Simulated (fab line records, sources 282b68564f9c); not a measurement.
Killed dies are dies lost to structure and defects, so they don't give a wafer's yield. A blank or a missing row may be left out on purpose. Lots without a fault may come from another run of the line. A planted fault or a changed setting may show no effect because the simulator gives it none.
Which tool did it? | flow rit_cmos | 14 lots, 42 wafers sampled, at 2 steps of a route of 202

WHAT THE GAUGES READ, wafer by wafer
The record holds no reading of a measuring or inspecting step that can be judged against a usual standard deviation.

WHICH TOOL RAN EACH LOT (tool, then ch and the chambers of the sampled wafers, then the start)
lot  | RIT_M1_STRIP_14                     | RIT_M1_PROBE_99
L974 | plasma_asher-02 ch 0,1, day 3 22:38 | -
L975 | plasma_asher-03 ch 0,1, day 4 01:03 | -
L976 | plasma_asher-02 ch 0,1, day 4 01:30 | -
L977 | plasma_asher-02 ch 0,1, day 4 05:46 | -
L983 | plasma_asher-03 ch 0,1, day 5 06:59 | prober-02, day 5 09:04
L982 | plasma_asher-02 ch 0,1, day 5 11:16 | prober-01, day 5 13:11
L986 | plasma_asher-03 ch 0,1, day 6 02:43 | prober-02, day 6 04:38
L987 | plasma_asher-02 ch 0,1, day 6 06:54 | prober-01, day 6 08:51
L988 | plasma_asher-01 ch 0,1, day 6 13:23 | -
L990 | plasma_asher-02 ch 0,1, day 7 00:47 | -
L991 | plasma_asher-01 ch 0, day 7 03:16   | -
L992 | plasma_asher-02 ch 0,1, day 7 10:11 | -
L995 | plasma_asher-01 ch 0,1, day 7 22:13 | -
L996 | plasma_asher-02 ch 0,1, day 8 03:05 | -
- RIT_M1_STRIP_14: strips in O2, time 180 s.
- RIT_M1_PROBE_99

WHAT THE TOOLS THEMSELVES READ (means of the sampled wafers that have a number; where no wafer has one, the mark that the record gives instead)
RIT_M1_STRIP_14. Usual: drypump_motor_current_A 5.9 A, standard deviation 0.54.
lot  | tool            | drypump_motor_current_A (A) | flag
L974 | plasma_asher-02 | 6.4                         |
L975 | plasma_asher-03 | 5.2                         |
L976 | plasma_asher-02 | 6.4                         |
L977 | plasma_asher-02 | 6.4                         |
L983 | plasma_asher-03 | 5.2                         |
L982 | plasma_asher-02 | 6.4                         |
L986 | plasma_asher-03 | 5.2                         |
L987 | plasma_asher-02 | 6.4                         |
L988 | plasma_asher-01 | 5.9                         |
L990 | plasma_asher-02 | 6.4                         |
L991 | plasma_asher-01 | 6.0                         |
L992 | plasma_asher-02 | 6.4                         |
L995 | plasma_asher-01 | 5.8                         |
L996 | plasma_asher-02 | 6.4                         |

RIT_M1_PROBE_99. Usual: defect_limited_yield 97.5 %, standard deviation 1.1; killed_at_contacts 0.1, standard deviation 0.23; killed_at_front_end 6.6, standard deviation 2.8; killed_dies 6.6, standard deviation 2.8; killed_on_rim 1.8, standard deviation 1.4; killed_open 3.3, standard deviation 2; killed_short 3.2, standard deviation 1.7; sort_bin_3_pad_short 0.1 %, standard deviation 0.18; sort_bin_5_function 1.4 %, standard deviation 0.84; sort_bin_6_memory 1.0 %, standard deviation 0.64; sort_n_pass 257.4, standard deviation 2.8; sort_yield_pct 97.5 %, standard deviation 1.1.
lot  | tool      | defect_limited_yield (%) | killed_at_contacts | killed_at_front_end | killed_dies | killed_on_rim | killed_open | killed_short | sort_bin_3_pad_short (%) | sort_bin_5_function (%) | sort_bin_6_memory (%) | sort_n_pass | sort_yield_pct (%) | flag
L983 | prober-02 | 95.4                     | 0.0                | 7.7                 | 12.0        | 4.3           | 3.3         | 4.3          | 0.4                      | 2.0                     | 2.1                   | 252.0       | 95.4               |
L982 | prober-01 | 98.3                     | 0.0                | 4.3                 | 4.3         | 1.0           | 1.3         | 2.7          | 0.1                      | 0.9                     | 0.6                   | 259.7       | 98.3               |
L986 | prober-02 | 96.8                     | 0.0                | 5.0                 | 8.3         | 3.0           | 2.3         | 2.7          | 0.4                      | 2.1                     | 0.6                   | 255.7       | 96.8               |
L987 | prober-01 | 97.5                     | 0.0                | 6.7                 | 6.7         | 2.3           | 2.0         | 4.7          | 0.3                      | 1.3                     | 1.0                   | 257.3       | 97.5               |

THE ANSWER, worked out from the rows above alone
Rule: a lot is off if the mean of its wafers that have a number lies more than 3 standard deviations from the usual mean. A lot without any number at a reading at which 4 lots or more have one is off too. The other lots that the step has rows for count as sound. The gauges are gone through in route order, then the tools' own readings, and for those a lot's mean is taken as printed above. The first step at which some lot is off is used, and at that step the reading that is off furthest; a lot without a number counts as furthest.
No lot is off at any reading shown: from this, nothing can be told.

WHAT THE SIMULATOR HAD PUT IN
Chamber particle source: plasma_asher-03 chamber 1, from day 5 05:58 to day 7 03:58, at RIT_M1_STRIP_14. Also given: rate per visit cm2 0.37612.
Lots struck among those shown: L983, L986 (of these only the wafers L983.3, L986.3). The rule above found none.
